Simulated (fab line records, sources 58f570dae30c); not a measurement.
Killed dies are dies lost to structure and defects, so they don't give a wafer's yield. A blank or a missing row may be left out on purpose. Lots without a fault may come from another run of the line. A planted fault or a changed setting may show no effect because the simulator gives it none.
Chamber matching | flow berkeley_cmos170 | UCB170_GATE_ETCH_15 on rie_si-01: 4 sister chambers
The step etches poly-Si in HBr/Cl2, stops on SiO2, time 56.3 s, target depth 278.2 nm. 4 wafers are shown with their chamber, then 7 later ones without.

WAFERS WITH THEIR CHAMBER
wafer  | chamber | throttle_valve_pct (%)
L913.5 | 3       | 26.48
L912.6 | 2       | 26.08
L914.1 | 0       | 26.23
L914.5 | 1       | 26.73

WAFERS WITHOUT THEIR CHAMBER
wafer  | throttle_valve_pct (%)
L914.6 | 26.05
L926.3 | 26.47
L926.5 | 26.23
L926.6 | 26.71
L924.1 | 26.26
L924.3 | 26.05
L924.4 | 26.72

WHICH CHAMBER EACH WENT THROUGH
wafer  | from the rows above | in truth
L914.6 | 2                   | 2
L926.3 | 3                   | 3
L926.5 | 0                   | 0
L926.6 | 1                   | 1
L924.1 | 0                   | 0
L924.3 | 2                   | 2
L924.4 | 1                   | 1
Placed correctly: 7 of 7. Can't be placed from these rows: 0. Placed wrongly: 0.
How it was worked out, from the rows above alone: a wafer's distance from a chamber is the root of the sum, over the readings, of the square of ((its reading less the chamber's mean) divided by the reading's scatter). The wafer belongs to the nearest chamber; if the next one is less than 2 further off, it can't be placed. A chamber's mean is the mean of its shown wafers. The scatter: with one shown wafer a chamber, the root of the mean of the squares of how far each hidden wafer lies from its nearest shown one.
